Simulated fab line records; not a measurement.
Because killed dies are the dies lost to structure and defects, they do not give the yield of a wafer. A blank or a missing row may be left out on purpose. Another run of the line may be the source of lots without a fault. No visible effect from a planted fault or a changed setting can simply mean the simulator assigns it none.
Problem report, 8D (eight disciplines) form, completed by code :: flow rit cmos :: the parts of the form that need people (team, actions taken, sign-off) are left out

== 1. THE PROBLEM ==
At RIT_GATE_ETCH_19, rf fwd power W averages 223.9 W over 2 wafers from 2 lots, while fault-free wafers read 159.5 W, standard deviation 0.56. So: +99 or more standard deviations from the usual mean.
The step: etches poly-Si in SF6/CHF3/O2, stops on SiO2, time 165 s, target depth 312.5 nm.
Seen first at day 4 06:12 on rie si-02, wafer L582.3. Wafers with a number at this step in the record: 18, from 6 lots. Rule for "out", or "out of limits": more than 4 standard deviations from the usual mean. The rest of the wafers with a number are treated as sound.

== 2. WHAT IT IS; WHAT IT IS NOT ==
question: which readings at this step
is: rf fwd power W
is not: CHF3_flow_sccm, drypump motor current A, oes product au, throttle valve pct

question: which lots
is: L582, L584
is not: L574, L579, L592, L595

question: which wafers of those lots
is: L582.3, L584.5
is not: L582.1, L582.5, L584.4, L584.6

question: read on which tools
is: rie si-02
is not: rie si-01

question: when
is: from day 4 06:12
is not: up to then (8 sound wafers); but 8 sound wafers of L584, L592, L595 came after

== 3. WHAT RULES OUT EACH SUSPECT ==
Counting: a tool at a process step up to the reading stays a suspect if it ran every lot that is out. Sound lots after the first of them don't rule it out here, since some wafers of a struck lot are sound.
- rie si-02 at RIT_GATE_ETCH_19 (etches poly-Si in SF6/CHF3/O2, stops on SiO2, time 165 s, target depth 312.5 nm): kept. It processed each lot that is out (first: L582, day 4 06:12); up to then, its last sound lot is L574 (day 2 13:34). Its own rf fwd power W readings are out on those wafers.
- rie si-02, RIT_GATE_ETCH_19: wafers that are out in chamber 3, sound lot-mates in chambers 0, 1, 2.
Remaining after the count: rie si-02 at RIT_GATE_ETCH_19.

== 4. THE CAUSE (what the simulator had put in) ==
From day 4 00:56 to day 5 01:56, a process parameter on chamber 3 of rie si-02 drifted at RIT_GATE_ETCH_19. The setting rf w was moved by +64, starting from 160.
This tool alone remained once counting was done.

== 5. THE EFFECT CHAIN, in route order ==
Each row: a reading whose mean over the struck wafers that have a number lies more than 3 standard deviations from the usual. Scope: only readings with a usual standard deviation given in the record; hours: median across lots of the time from each lot's start at the first step in this table that gives one to its start at this step; sigmas: change in usual standard deviations.
hours: 0
step: RIT_GATE_ETCH_19
reading: rf fwd power W
usual: 159.5 W
on struck wafers: 223.9
change: +64.4
sigmas: +99 or more
The process steps in it:
- RIT_GATE_ETCH_19: etches poly-Si in SF6/CHF3/O2, stops on SiO2, time 165 s, target depth 312.5 nm.

== 6. WHAT WOULD HAVE CAUGHT IT SOONER ==
5 hours passed between the start of the fault at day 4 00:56 and the first reading out of limits in this record, taken at day 4 06:12.
